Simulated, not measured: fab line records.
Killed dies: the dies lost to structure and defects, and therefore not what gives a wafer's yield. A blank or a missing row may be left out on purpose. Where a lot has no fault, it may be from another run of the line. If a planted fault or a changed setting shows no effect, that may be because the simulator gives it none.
Comparing a struck lot with a sound one || flow ritCmos || 30 out of 202 route steps
Sound: these wafers, L533.1, L533.2, L533.6. Wafers L538.1, L538.4, L538.5 were the ones struck. The cause comes at the end.
Order at every step that has rows: each side's tool, ch and its chambers, its first start. Under that, the readings that differ: sound wafers || struck wafers || difference of the means || sigmas: that difference in standard deviations of wafers without a fault.
alike: same words and numbers on both sides, and readings whose means sit less than 2 such deviations apart. not compared: any withheld reading, any reading some wafer has no value for, any bound like >300 that may hide the same value, and any number with overlapping values for which the record gives no deviation.
The two part at a step that has a row with sigmas, a row that says differs or no value, or rows on one side only. Numbers that don't overlap but have no deviation are shown without sigmas and don't part them. A reading that every wafer of one side lacks parts them only if that side has two wafers or more.

RIT_FOX2_THK_MEAS_01:
  sound: filmMetro-03 at day 4 08:50; struck: filmMetro-04 at day 5 15:17
  alike: FOX2_OXIDE_THK
then, 2 steps without rows for these wafers: RIT_FOX2_CLEAN_02 (cleans in dHF, time 180 s); RIT_FOX2_WET_ETCH_03 (etches Si3N4 in H3PO4, target depth 195 nm, time 2700 s).
RIT_FOX2_THK_MEAS_90:
  sound: filmMetro-03 at day 4 09:43; struck: filmMetro-04 at day 5 16:10
  alike: FIELD_OXIDE_LEFT_1_THK
then, 6 steps without rows for these wafers: RIT_NWELL_HMDS_00 (prime time 60 s); RIT_NWELL_COAT_01 (resist thk 1300 nm); RIT_NWELL_SOFTBAKE_02 (time 60 s); RIT_NWELL_EXPOSE_03 (exposes mask M2, target cd 43900 nm); RIT_NWELL_PEB_04; RIT_NWELL_DEVELOP_05 (develop time 68 s).
RIT_NWELL_OVL_MEAS_06:
  sound: overlay-02 at day 4 10:40; struck: overlay-01 at day 5 17:14
  alike: NWELL_OVL
then, 1 step without rows for these wafers: RIT_NWELL_HARDBAKE_07 (time 120 s).
RIT_NWELL_IMPLANT_08:
  sound on implanter-04 ch 0, day 4 10:57; struck on implanter-04 ch 0, day 5 17:32
{"reading": "doseIonsCm2", "sound": "5.001e+13 5.007e+13 5.005e+13", "struck": "4.101e+13 4.101e+13 4.091e+13", "difference": -9.067e+12, "sigmas": "-99 or more"}
{"reading": "faradayCurrentUA", "sound": "153 161 156", "struck": "132 130 131", "difference": -26, "sigmas": -8}
RIT_NWELL_STRIP_09: strips in O2, time 180 s.
  sound on plasmaAsher-03 ch 0,1, day 4 11:06; struck on plasmaAsher-03 ch 0,1, day 5 17:41
  alike: drypumpMotorCurrentA
  not compared: rfHoursCounterH
RIT_NWELL_TW_MEAS_10:
  sound: filmMetro-04 at day 4 11:16; struck: filmMetro-02 at day 5 17:51
{"reading": "NWELL_TW", "sound": "2194 2184 2187", "struck": "2023 2021 2020", "difference": -167, "sigmas": -9}
then, 6 steps without rows for these wafers: RIT_PWELL_HMDS_00 (prime time 60 s); RIT_PWELL_COAT_01 (resist thk 1300 nm); RIT_PWELL_SOFTBAKE_02 (time 60 s); RIT_PWELL_EXPOSE_03 (exposes mask M3, target cd 43700 nm); RIT_PWELL_PEB_04; RIT_PWELL_DEVELOP_05 (develop time 68 s).
RIT_PWELL_OVL_MEAS_06:
  sound: overlay-02 at day 4 12:13; struck: overlay-01 at day 5 18:55
  alike: PWELL_OVL
then, 2 steps without rows for these wafers: RIT_PWELL_HARDBAKE_07 (time 120 s); RIT_PWELL_IMPLANT_08.
RIT_PWELL_STRIP_09: strips in O2, time 180 s.
  sound on plasmaAsher-03 ch 0,1, day 4 12:39; struck on plasmaAsher-01 ch 0,1, day 5 19:21
  alike: drypumpMotorCurrentA
  not compared: rfHoursCounterH
RIT_PWELL_TW_MEAS_10:
  sound: filmMetro-04 at day 4 12:49; struck: filmMetro-04 at day 5 19:32
  alike: PWELL_TW
then, 1 step without rows for these wafers: RIT_WELLDRIVE_ANNEAL_00 (time 14700 s).
RIT_WELLDRIVE_RS_MEAS_01: uses a four-point probe to measure.
  sound: filmMetro-04 at day 4 17:58; struck: filmMetro-01 at day 6 01:28
{"reading": "NWELL_RS (ohm/sq)", "sound": "274.5 274.5 273.7", "struck": "312.1 311.3 312.8", "difference": "+37.8", "sigmas": "+45"}
RIT_WELLDRIVE_RS_MEAS_02: uses a four-point probe to measure.
  sound: filmMetro-04 at day 4 18:05; struck: filmMetro-01 at day 6 01:35
  alike: PWELL_RS
RIT_M1_PROBE_99:
  sound: prober-01 at day 6 07:37; struck: prober-02 at day 7 18:14
{"reading": "killedAtContacts", "sound": "0 0 0", "struck": "1 0 1", "difference": "+1", "sigmas": "+4"}
  alike: killedAtFrontEnd, killedDies, killedOpen, killedShort

## WHERE THEY PART
Last at RIT_M1_PROBE_99 as far as this record goes, first at RIT_NWELL_IMPLANT_08.

WHY: whatever the simulator had introduced
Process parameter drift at RIT_NWELL_IMPLANT_08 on implanter-04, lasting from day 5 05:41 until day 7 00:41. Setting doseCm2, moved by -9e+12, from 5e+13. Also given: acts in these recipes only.
